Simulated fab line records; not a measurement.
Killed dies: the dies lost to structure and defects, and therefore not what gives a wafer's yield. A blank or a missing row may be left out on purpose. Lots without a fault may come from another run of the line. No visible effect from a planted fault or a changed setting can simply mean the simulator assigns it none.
A struck lot beside a sound one | flow berkeleyCmos170 | 13 steps out of a route of 331
Sound: wafers L805.2, L805.3, L805.5. The struck wafers were L808.1, L808.2, L808.5. At the end, the cause is stated.
Order at every step that has rows: each side's tool, ch and its chambers, its first start. Under that, the readings that differ: sound wafers | struck wafers | difference of the means | sigmas: that difference in standard deviations of wafers without a fault.
alike: words and numbers the same on both sides, and readings whose means are apart by under 2 such deviations; not compared: readings that were withheld, readings missing a value for some wafer, numbers with overlapping values and no deviation given by the record, and bounds like >300 which may hide the same value.
Wherever a step has rows on one side only, a row that says differs or no value, or a row with sigmas, the two part there. Numbers that have no deviation but don't overlap get no sigmas and don't part them. Lack of a reading on every wafer of one side parts them only where that side has two or more wafers.

UCB170_PWELL_OVL_MEAS_13:
  struck on overlay-01, day 3 16:22; sound on overlay-02, day 3 05:48
  alike: PWELL_OVL
UCB170_PWELL_ETCH_14: etches Si3N4 in CH3F/Ar/O2, stops on SiO2, target depth 242 nm, time 151 s.
  sound on rieDiel-03 ch 2,3, day 3 05:50; struck on rieDiel-01 ch 0,3, day 3 16:23
  alike: CH3F_flow_sccm, O2_flow_sccm, drypumpMotorCurrentA, oesProductAu, throttleValvePct
  not compared: rfHoursCounterH
next, for these wafers, 1 step has no rows: UCB170_PWELL_IMPLANT_15.
UCB170_PWELL_STRIP_16: strips in O2.
  sound on plasmaAsher-03 ch 0,1, day 3 06:05; struck on plasmaAsher-02 ch 0,1, day 3 16:38
  alike: drypumpMotorCurrentA, oesProductAu, stripTimeToEndpointS
  not compared: rfHoursCounterH
UCB170_PWELL_TW_MEAS_17:
  struck on filmMetro-02, day 3 16:44; sound on filmMetro-01, day 3 06:11
  alike: PWELL_TW
then, 5 steps without rows for these wafers: UCB170_PWELL_CLEAN_18 (cleans in SPM, time 600 s); UCB170_PWELL_WET_ETCH_19 (etches Si3N4 in H3PO4, time 14400 s); UCB170_PWELL_WET_ETCH_20 (etches SiO2 in BOE, time 22 s); UCB170_WELLDRIVE_CLEAN_00 (cleans in SPM, time 600 s); UCB170_WELLDRIVE_OXIDATION_01 (target thk 199 nm, ox time 9000 s).
UCB170_WELLDRIVE_THK_MEAS_02:
  struck on filmMetro-01, day 4 02:25; sound on filmMetro-02, day 3 19:16
  alike: WELLDRIVE_OXIDE_THK
then, 1 step without rows for these wafers: UCB170_WELLDRIVE_ANNEAL_03 (time 900 s).
UCB170_WELLDRIVE_WET_ETCH_04: etches SiO2 in BOE, time 120 s.
  sound on wetBench-03 ch 0, day 3 22:55; struck on wetBench-01 ch 0, day 4 07:22
  no value came back on the struck wafers for bathHeatDutyPct (%), runLengthS (s); on the sound wafers bathHeatDutyPct (%) reads 5.6 5.4 5.8
reading                                         | sound | struck            | difference | sigmas
model.SiO2_of_WELLDRIVE_OXIDATION_01.thkNm (nm) | 0 0 0 | 196.4 198.5 198.6 | +197.8     | 

== WHERE THEY PART ==
Only at UCB170_WELLDRIVE_WET_ETCH_04, within this record.

WHY: what had been put in by the simulator
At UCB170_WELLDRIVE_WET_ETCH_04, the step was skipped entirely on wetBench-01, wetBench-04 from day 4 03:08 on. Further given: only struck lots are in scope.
